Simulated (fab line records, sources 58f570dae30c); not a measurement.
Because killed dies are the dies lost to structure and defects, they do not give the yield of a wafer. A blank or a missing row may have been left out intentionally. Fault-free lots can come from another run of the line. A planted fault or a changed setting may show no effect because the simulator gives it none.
Code-filled problem report in 8D (eight disciplines) form -- flow berkeley_cmos170 -- the parts of the form that need people (team, actions taken, sign-off) are left out

== 1. THE PROBLEM ==
Mean NWELL_TW at UCB170_NWELL_TW_MEAS_16: 981 over 6 wafers in 2 lots; fault-free wafers: 1242, standard deviation 7. Measured from the usual mean, that is -37 standard deviations.
First observed at day 5 16:50: wafer L625.3, on film_metro-01. The record holds 42 wafers of 14 lots with a number at this step. Rule for "out", or "out of limits": more than 4 standard deviations from the usual mean. The rest of the wafers with a number are treated as sound.

== 2. WHAT IT IS, WHAT IT ISN'T ==
question,is,is not
which readings at this step,NWELL_TW,-
which lots,"L625, L629","L611, L612, L613, L614, L615, L616, L618, L619, L620, L621, L623, L624"
which wafers of those lots,all that have a number,-
read on which gauges,film_metro-01,"film_metro-02, film_metro-03"
when,from day 5 16:50,up to then (36 sound wafers)

== 3. THE SUSPECTS, EACH WITH WHAT RULES IT OUT ==
Counting: a tool at a process step up to the reading stays a suspect if it ran every lot that is out and no sound lot after the first of them.
- the gauge at UCB170_NWELL_TW_MEAS_16: ruled out. All the wafers that are out were read on film_metro-01, but those of them that UCB170_NWELL_IMPLANT_14 has rows for are out there too, on other tools.
- implanter-01 at UCB170_NWELL_IMPLANT_14: kept. It ran every lot that is out, first L625 (day 5 16:37), and no sound lot after that; its last sound lot up to then is L624 (day 5 07:28). Out on those wafers are its own readings of dose_ions_cm2, faraday_current_uA.
Left after counting: implanter-01 at UCB170_NWELL_IMPLANT_14.

== 4. THE CAUSE (what the simulator had put in) ==
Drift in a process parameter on implanter-01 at UCB170_NWELL_IMPLANT_14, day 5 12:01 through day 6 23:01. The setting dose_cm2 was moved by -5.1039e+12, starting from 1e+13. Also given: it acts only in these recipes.
Counting left only this tool.

== 5. THE EFFECT CHAIN, in route order ==
Each row: a reading whose mean over the struck wafers that have a number lies more than 3 standard deviations from the usual. Readings are gone through only where the record gives a usual standard deviation; hours: the median, over the lots, of the time from a lot's start at the first step in this table giving one to that lot's start at this step; sigmas: the change measured in usual standard deviations.
hours,step,reading,usual,on struck wafers,change,sigmas
0,UCB170_NWELL_IMPLANT_14,dose_ions_cm2,1.0002e+13,4.9077e+12,-5.0943e+12,-99 or more
0,UCB170_NWELL_IMPLANT_14,faraday_current_uA,31.7,15.6,-16.1,-24
0,UCB170_NWELL_TW_MEAS_16,NWELL_TW,1242,981,-261,-37
Here are the process steps it includes:
- UCB170_NWELL_IMPLANT_14

== 6. WHAT WOULD HAVE CAUGHT IT SOONER ==
In this record the first reading out of limits at a measuring or inspecting step was taken at day 5 16:50, 5 hours after the fault began at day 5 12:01.
At UCB170_NWELL_IMPLANT_14, the tool's own readings (dose_ions_cm2, faraday_current_uA) were out on each struck wafer the step has a row for, so an alarm limit on them would have fired on the first such wafer.
Of the lots that are out (2), L629 began UCB170_NWELL_IMPLANT_14 on implanter-01 after day 5 16:50. It would have been spared by a hold on the tool at that moment.
